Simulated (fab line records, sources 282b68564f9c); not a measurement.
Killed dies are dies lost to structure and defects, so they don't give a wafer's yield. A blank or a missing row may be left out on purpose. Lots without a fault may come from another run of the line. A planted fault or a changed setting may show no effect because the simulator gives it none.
fab line records | flow rit_cmos
record lots=14 wafers=42 last_day=7
route steps=202 shown CONTACT@172 M1@202
lots that met no fault: from a run of the same line without faults
start_h: hours from the record's first day to the start of the lot's first wafer shown | wait_h: hours since the lot's step before | " the same as in the row above | L1.1+2: a row that stands for several wafers | - no value, or no start given | * or withheld: withheld | < > ~ a bound
route shown NAME@n: a module of which the file shows steps, and the number in the route of the first | usual: mean/standard deviation of fault-free wafers | same: alike in all rows | chamber/n: place in a boat | sites: the reading at each site | _std_site: their standard deviation | _edge_site: outer sites' mean less inner sites' | radius_mm: how far each site lies from the wafer's centre | mask NAME#n: copy n | behind: the tool/chamber that last shaped the wafer | hold: why the lot was held/for how many hours/how that ended | device: the transistor (n, p or np) that didn't switch | end of line: the same wafers' tests at the end of the route | a step without rows: its recipe alone | killed: dies lost to structure and defects at the first sort, not the wafer's yield | map: a wafer's dies, x killed, . not, _ none there
set.NAME: the setting as run; set.NAME@STEP: as run at that earlier step | model.NAME: the simulator's own value behind a step, which no gauge read
steps of the route over a sample of lots; a table a step, a row a wafer
## steps
# step RIT_CONTACT_SOFTBAKE_04
# recipe resist=NOVOLAK temp_c=90 time_s=60
# usual heater_power_total_W=34.56/0.048 plate_temp_C=89.98/0.12
# same time_s=60
# columns lot.wafer tool chamber start_h wait_h heater_power_total_W plate_temp_C
L927.1 litho_track-04 0 51.52 0.1 34.57 89.93
L927.4 " 0 " " 34.49 89.83
L927.5 " 0 " " 34.62 89.93
L928.1 litho_track-04 0 55.67 0.1 34.59 89.79
L928.2 " 0 " " 34.42 89.93
L928.4 " 0 " " 34.54 90.06
L929.2 litho_track-01 0 61.68 0.1 34.58 90.09
L929.4 " 0 " " 34.64 90.05
L929.5 " 0 " " 34.59 90.08
L930.1 litho_track-03 0 68.28 0.1 34.55 89.90
L930.3 " 0 " " 34.59 89.78
L930.5 " 0 " " 34.60 89.87
L931.1 litho_track-04 0 72.30 0.1 34.53 90.08
L931.2 " 0 " " 34.54 89.98
L931.3 " 0 " " 34.50 90.08
L932.1 litho_track-01 0 76.76 0.1 34.57 90.00
L932.3 " 0 " " 34.60 89.82
L932.5 " 0 " " 34.56 89.82
L933.4 litho_track-04 0 81.49 0.1 34.55 90.02
L933.5 " 0 " " 34.67 90.03
L933.6 " 0 " " 34.63 90.12
L934.1 litho_track-03 0 88.62 0.1 34.57 90.10
L934.2 " 0 " " 34.59 89.94
L934.5 " 0 " " 34.53 89.92
L935.3 litho_track-01 0 97.44 0.1 34.57 89.95
L935.4 " 0 " " 34.58 90.01
L935.6 " 0 " " 34.56 90.26
L941.2 litho_track-03 0 131.76 0.1 35.39 91.46
L941.3 " 0 " " 35.34 91.46
L941.5 " 0 " " 35.44 91.62
L943.1 litho_track-01 0 136.37 0.1 34.52 89.97
L943.3 " 0 " " 34.53 89.96
L943.5 " 0 " " 34.48 90.03
L942.3 litho_track-03 0 136.38 0.1 35.47 91.64
L942.4 " 0 " " 35.39 91.55
L942.5 " 0 " " 35.44 91.35
L948.3 litho_track-01 0 158.79 0.1 34.56 90.05
L948.4 " 0 " " 34.52 90.16
L948.5 " 0 " " 34.55 89.96
L949.4 litho_track-04 0 162.44 0.1 34.60 89.97
L949.5 " 0 " " 34.61 89.88
L949.6 " 0 " " 34.51 90.08
# step RIT_M1_PROBE_99
# usual killed_at_M0_to_M3=0.0/0.12 killed_at_contacts=0.1/0.23 killed_at_front_end=7/3 killed_dies=7/3.1 killed_open=3.3/2.1 killed_short=3.3/2
# same gross_dies=264 killed_at_M4_up=0 killed_at_back_side=0 killed_at_other=0
# columns lot.wafer tool chamber start_h wait_h killed_at_M0_to_M3 killed_at_contacts killed_at_front_end killed_dies killed_open killed_short
L935.3 prober-02 - 106.48 0.2 0 0 9 9 5 4
L935.4 prober-02 - 106.53 0.2 0 0 4 4 3 1
L935.6 prober-02 - 106.63 0.2 0 0 6 6 4 2
# killed by level:class
L935.3 REOX:geometric_particle:open=4 GATE:geometric_particle:short=2 SILICIDE:geometric_particle:short=2 SILICIDE:geometric_particle:open=1
L935.4 GATE:geometric_particle:open=2 SPACER:geometric_particle:short=1 SILICIDE:geometric_particle:open=1
L935.6 REOX:geometric_particle:open=2 GATE:geometric_particle:short=1 SPACER:geometric_particle:open=1 SPACER:geometric_particle:short=1 SILICIDE:geometric_particle:open=1
## key
first_sign step=RIT_CONTACT_SOFTBAKE_04 reading=heater_power_total_W direction=up sigmas=18 usual=34.56 struck=35.41
effect step=RIT_CONTACT_SOFTBAKE_04 reading=plate_temp_C direction=up sigmas=13 usual=* struck=*
met_at RIT_CONTACT_SOFTBAKE_04
struck_lots L941,L942
tester_left_out L941,L942
onset_between 88.62 131.76
fault kind=process_parameter_drift tool=litho_track-03 chamber=- onset_h=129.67 steps=RIT_CONTACT_SOFTBAKE_04 channel=temp_c offset=* shape=step end_h=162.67 acts_in=* stated=*
# tester_left_out: of these lots the tester's yield and bins aren't shown, on N5 and GAA mostly nor the transistor test; their killed dies are dies lost to structure and defects alone, not to doping, threshold or leakage, so they don't give the yield
